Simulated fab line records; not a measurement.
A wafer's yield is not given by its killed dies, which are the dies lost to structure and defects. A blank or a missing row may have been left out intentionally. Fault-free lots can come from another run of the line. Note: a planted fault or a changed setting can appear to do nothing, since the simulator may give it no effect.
Which tool is to blame? / flow rit-cmos / Sampling: 14 lots, 42 wafers, 5 of 202 route steps

== WHAT EACH GAUGE READ, for each wafer ==
RIT_PWELL_OVL_MEAS_06. Usual: PWELL_OVL 0.1 nm, standard deviation 1.7.
lot=L929; measured=day 2 02:53; on=overlay-01; PWELL_OVL (nm)=2.9 0.9 2.3; flag=
lot=L931; measured=day 2 13:22; on=overlay-01; PWELL_OVL (nm)=1.4 3.1 1.0; flag=
lot=L932; measured=day 2 18:08; on=overlay-01; PWELL_OVL (nm)=-1.0 -1.1 -1.5; flag=
lot=L935; measured=day 3 09:03; on=overlay-01; PWELL_OVL (nm)=2.9 2.0 3.1; flag=
lot=L936; measured=day 3 15:08; on=overlay-01; PWELL_OVL (nm)=-2.1 -2.2 -1.6; flag=
lot=L937; measured=day 3 18:59; on=overlay-02; PWELL_OVL (nm)=-0.2 -2.1 0.1; flag=
lot=L938; measured=day 4 00:02; on=overlay-01; PWELL_OVL (nm)=1.7 2.3 2.3; flag=
lot=L939; measured=day 4 06:37; on=overlay-01; PWELL_OVL (nm)=-2.9 -2.1 -2.7; flag=
lot=L941; measured=day 4 15:38; on=overlay-01; PWELL_OVL (nm)=-0.9 0.6 0.5; flag=
lot=L942; measured=day 4 20:01; on=overlay-02; PWELL_OVL (nm)=-0.1 -1.2 1.4; flag=
lot=L943; measured=day 5 01:20; on=overlay-02; PWELL_OVL (nm)=1.6 0.3 1.7; flag=
lot=L944; measured=day 5 06:23; on=overlay-02; PWELL_OVL (nm)=-1.9 0.4 0.9; flag=
lot=L945; measured=day 5 13:52; on=overlay-02; PWELL_OVL (nm)=-2.4 -2.2 -3.1; flag=
lot=L951; measured=day 6 19:49; on=overlay-01; PWELL_OVL (nm)=-1.5 -2.1 -0.7; flag=

RIT_PLDD_OVL_MEAS_06. Usual: PLDD_OVL 0.0 nm, standard deviation 1.4.
lot=L929; measured=day 3 00:32; on=overlay-01; PLDD_OVL (nm)=0.2 -0.1 0.6; flag=
lot=L931; measured=day 3 09:28; on=overlay-01; PLDD_OVL (nm)=1.9 1.4 2.9; flag=
lot=L932; measured=day 3 14:56; on=overlay-02; PLDD_OVL (nm)=-0.6 0.1 -0.6; flag=
lot=L935; measured=day 4 06:18; on=overlay-02; PLDD_OVL (nm)=-1.3 -1.6 0.4; flag=
lot=L936; measured=day 4 12:42; on=overlay-02; PLDD_OVL (nm)=-2.8 -1.8 -2.4; flag=
lot=L937; measured=day 4 15:09; on=overlay-01; PLDD_OVL (nm)=-0.6 0.3 -1.2; flag=
lot=L938; measured=day 4 21:29; on=overlay-01; PLDD_OVL (nm)=-0.4 0.0 -0.7; flag=
lot=L939; measured=day 5 02:33; on=overlay-02; PLDD_OVL (nm)=-2.6 -1.5 -1.1; flag=
lot=L941; measured=day 5 16:57; on=overlay-01; PLDD_OVL (nm)=0.7 2.0 1.2; flag=
lot=L942; measured=day 5 21:34; on=overlay-02; PLDD_OVL (nm)=-0.1 0.7 0.1; flag=
lot=L943; measured=day 5 23:55; on=overlay-02; PLDD_OVL (nm)=- - -; flag=OFF
lot=L944; measured=day 6 05:39; on=overlay-01; PLDD_OVL (nm)=- - -; flag=OFF
lot=L945; measured=day 6 11:58; on=overlay-02; PLDD_OVL (nm)=-2.2 -1.7 -1.6; flag=
lot=L951; measured=day 7 17:01; on=overlay-02; PLDD_OVL (nm)=-0.2 1.3 -0.2; flag=

RIT_NSD_TW_MEAS_10. Usual: NSD_TW 3105, standard deviation 16.
lot=L929; measured=day 3 05:05; on=film-metro-03; NSD_TW=3089 3075 3097; flag=
lot=L931; measured=day 3 14:11; on=film-metro-02; NSD_TW=3092 3100 3089; flag=
lot=L932; measured=day 3 19:29; on=film-metro-03; NSD_TW=3080 3081 3087; flag=
lot=L935; measured=day 4 10:54; on=film-metro-02; NSD_TW=3100 3098 3097; flag=
lot=L936; measured=day 4 17:34; on=film-metro-01; NSD_TW=3097 3093 3096; flag=
lot=L937; measured=day 4 19:44; on=film-metro-02; NSD_TW=3096 3081 3086; flag=
lot=L938; measured=day 5 04:20; on=film-metro-03; NSD_TW=3084 3091 3092; flag=
lot=L939; measured=day 5 07:06; on=film-metro-02; NSD_TW=3141 3132 3114; flag=
lot=L941; measured=day 5 21:34; on=film-metro-02; NSD_TW=3110 3119 3148; flag=
lot=L942; measured=day 6 02:57; on=film-metro-02; NSD_TW=3103 3105 3111; flag=
lot=L943; measured=day 6 04:22; on=film-metro-02; NSD_TW=3277 3272 3269 3268 3281 3274; flag=OFF
lot=L944; measured=day 6 10:32; on=film-metro-01; NSD_TW=3286 3310 3287 3311 3277 3308; flag=OFF
lot=L945; measured=day 6 16:32; on=film-metro-03; NSD_TW=3101 3106 3112; flag=
lot=L951; measured=day 7 21:35; on=film-metro-02; NSD_TW=3119 3129 3116; flag=

== EACH LOT AND THE TOOL THAT RAN IT (in order: tool; ch and the chambers of the sampled wafers; start) ==
lot=L929; RIT_NLDD_STRIP_09=plasma-asher-04 ch 0,1, day 2 23:20; RIT_PLDD_COAT_01=litho-track-03 ch 0, day 2 23:43
lot=L931; RIT_NLDD_STRIP_09=plasma-asher-01 ch 0,1, day 3 08:23; RIT_PLDD_COAT_01=litho-track-01 ch 0, day 3 08:46
lot=L932; RIT_NLDD_STRIP_09=plasma-asher-01 ch 0,1, day 3 13:43; RIT_PLDD_COAT_01=litho-track-04 ch 0, day 3 14:06
lot=L935; RIT_NLDD_STRIP_09=plasma-asher-04 ch 0,1, day 4 05:13; RIT_PLDD_COAT_01=litho-track-03 ch 0, day 4 05:36
lot=L936; RIT_NLDD_STRIP_09=plasma-asher-04 ch 0,1, day 4 11:29; RIT_PLDD_COAT_01=litho-track-03 ch 0, day 4 11:52
lot=L937; RIT_NLDD_STRIP_09=plasma-asher-03 ch 0,1, day 4 13:56; RIT_PLDD_COAT_01=litho-track-01 ch 0, day 4 14:21
lot=L938; RIT_NLDD_STRIP_09=plasma-asher-04 ch 0,1, day 4 20:17; RIT_PLDD_COAT_01=litho-track-01 ch 0, day 4 20:40
lot=L939; RIT_NLDD_STRIP_09=plasma-asher-03 ch 0,1, day 5 01:20; RIT_PLDD_COAT_01=litho-track-01 ch 0, day 5 01:44
lot=L941; RIT_NLDD_STRIP_09=plasma-asher-03 ch 0,1, day 5 15:52; RIT_PLDD_COAT_01=litho-track-04 ch 0, day 5 16:15
lot=L942; RIT_NLDD_STRIP_09=plasma-asher-04 ch 0,1, day 5 20:29; RIT_PLDD_COAT_01=litho-track-04 ch 0, day 5 20:52
lot=L943; RIT_NLDD_STRIP_09=plasma-asher-04 ch 0,1, day 5 22:42; RIT_PLDD_COAT_01=litho-track-03, day 5 23:07
lot=L944; RIT_NLDD_STRIP_09=plasma-asher-04 ch 0,1, day 6 04:16; RIT_PLDD_COAT_01=litho-track-03, day 6 04:50
lot=L945; RIT_NLDD_STRIP_09=plasma-asher-01 ch 0,1, day 6 10:52; RIT_PLDD_COAT_01=litho-track-01 ch 0, day 6 11:16
lot=L951; RIT_NLDD_STRIP_09=plasma-asher-04 ch 0,1, day 7 15:48; RIT_PLDD_COAT_01=litho-track-04 ch 0, day 7 16:11
- RIT_NLDD_STRIP_09: strips in O2, time 180 s.
- RIT_PLDD_COAT_01: resist thk 1000 nm.

== AS READ BY THE TOOLS THEMSELVES (means over the sampled wafers that have a number; for cases with no such wafer, the mark the record gives instead) ==
RIT_NLDD_STRIP_09. Usual: drypump-motor-current-A 6.01 A, standard deviation 0.29; rf-refl-power-W 6.9 W, standard deviation 1.
lot=L929; tool=plasma-asher-04; drypump-motor-current-A (A)=6.02; rf-refl-power-W (W)=6.6; flag=
lot=L931; tool=plasma-asher-01; drypump-motor-current-A (A)=6.10; rf-refl-power-W (W)=6.2; flag=
lot=L932; tool=plasma-asher-01; drypump-motor-current-A (A)=5.92; rf-refl-power-W (W)=7.1; flag=
lot=L935; tool=plasma-asher-04; drypump-motor-current-A (A)=6.03; rf-refl-power-W (W)=6.7; flag=
lot=L936; tool=plasma-asher-04; drypump-motor-current-A (A)=6.03; rf-refl-power-W (W)=6.6; flag=
lot=L937; tool=plasma-asher-03; drypump-motor-current-A (A)=5.76; rf-refl-power-W (W)=6.9; flag=
lot=L938; tool=plasma-asher-04; drypump-motor-current-A (A)=6.03; rf-refl-power-W (W)=6.5; flag=
lot=L939; tool=plasma-asher-03; drypump-motor-current-A (A)=5.77; rf-refl-power-W (W)=6.9; flag=
lot=L941; tool=plasma-asher-03; drypump-motor-current-A (A)=5.91; rf-refl-power-W (W)=7.9; flag=
lot=L942; tool=plasma-asher-04; drypump-motor-current-A (A)=6.21; rf-refl-power-W (W)=6.7; flag=
lot=L943; tool=plasma-asher-04; drypump-motor-current-A (A)=6.03; rf-refl-power-W (W)=6.5; flag=
lot=L944; tool=plasma-asher-04; drypump-motor-current-A (A)=6.03; rf-refl-power-W (W)=6.7; flag=
lot=L945; tool=plasma-asher-01; drypump-motor-current-A (A)=6.12; rf-refl-power-W (W)=6.5; flag=
lot=L951; tool=plasma-asher-04; drypump-motor-current-A (A)=6.21; rf-refl-power-W (W)=6.6; flag=

RIT_PLDD_COAT_01. Usual: chill-plate-temp-C 23.01 C, standard deviation 0.1; dispense-pressure-kPa 53 kPa, standard deviation 4.5.
lot=L929; tool=litho-track-03; chill-plate-temp-C (C)=22.99; dispense-pressure-kPa (kPa)=58; flag=
lot=L931; tool=litho-track-01; chill-plate-temp-C (C)=23.06; dispense-pressure-kPa (kPa)=47; flag=
lot=L932; tool=litho-track-04; chill-plate-temp-C (C)=22.97; dispense-pressure-kPa (kPa)=54; flag=
lot=L935; tool=litho-track-03; chill-plate-temp-C (C)=23.03; dispense-pressure-kPa (kPa)=58; flag=
lot=L936; tool=litho-track-03; chill-plate-temp-C (C)=23.13; dispense-pressure-kPa (kPa)=58; flag=
lot=L937; tool=litho-track-01; chill-plate-temp-C (C)=22.99; dispense-pressure-kPa (kPa)=47; flag=
lot=L938; tool=litho-track-01; chill-plate-temp-C (C)=23.04; dispense-pressure-kPa (kPa)=47; flag=
lot=L939; tool=litho-track-01; chill-plate-temp-C (C)=23.03; dispense-pressure-kPa (kPa)=47; flag=
lot=L941; tool=litho-track-04; chill-plate-temp-C (C)=22.90; dispense-pressure-kPa (kPa)=54; flag=
lot=L942; tool=litho-track-04; chill-plate-temp-C (C)=23.10; dispense-pressure-kPa (kPa)=54; flag=
lot=L943; tool=litho-track-03; chill-plate-temp-C (C)=-; dispense-pressure-kPa (kPa)=-; flag=OFF
lot=L944; tool=litho-track-03; chill-plate-temp-C (C)=-; dispense-pressure-kPa (kPa)=-; flag=OFF
lot=L945; tool=litho-track-01; chill-plate-temp-C (C)=22.91; dispense-pressure-kPa (kPa)=47; flag=
lot=L951; tool=litho-track-04; chill-plate-temp-C (C)=22.93; dispense-pressure-kPa (kPa)=54; flag=

== THE ANSWER, worked out from the rows above alone ==
Rule: a lot counts as off when the mean over its wafers that have a number is more than 3 standard deviations away from the usual mean. A lot without any number at a reading at which 4 lots or more have one is off too. Any other lot the step has rows for is counted as sound. After the gauges, taken in route order, come the tools' own readings; for these a lot's mean is taken, as printed above. At the first step where some lot is off, the reading lying furthest off is the one used; lots without a number count as furthest.
Off: L943, L944, at RIT_PLDD_OVL_MEAS_06 (PLDD_OVL). Without a number there: L943, L944.
A tool fits if, at a process step before that reading, it ran every lot that is off, and no sound lot after the first of them. Not tried: the gauges at RIT_PLDD_OVL_MEAS_06; whatever is off there is also off at RIT_NSD_TW_MEAS_10, on other tools, and gauge error can't account for it. One fits: RIT_PLDD_COAT_01 on litho-track-03. Its last sound lot is L936 (day 4 11:52), its first lot that is off L943 (day 5 23:07): a fault that began between those two fits.
Blank at RIT_PLDD_COAT_01 on the lots that are off, where sound lots have numbers: chill-plate-temp-C, dispense-pressure-kPa.

== WHAT THE SIMULATOR HAD PUT IN ==
Entire step skipped (litho-track-03, RIT_PLDD_COAT_01), from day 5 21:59 onward. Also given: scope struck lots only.
Shown lots that were struck: L943, L944. The rule given above showed the same thing.
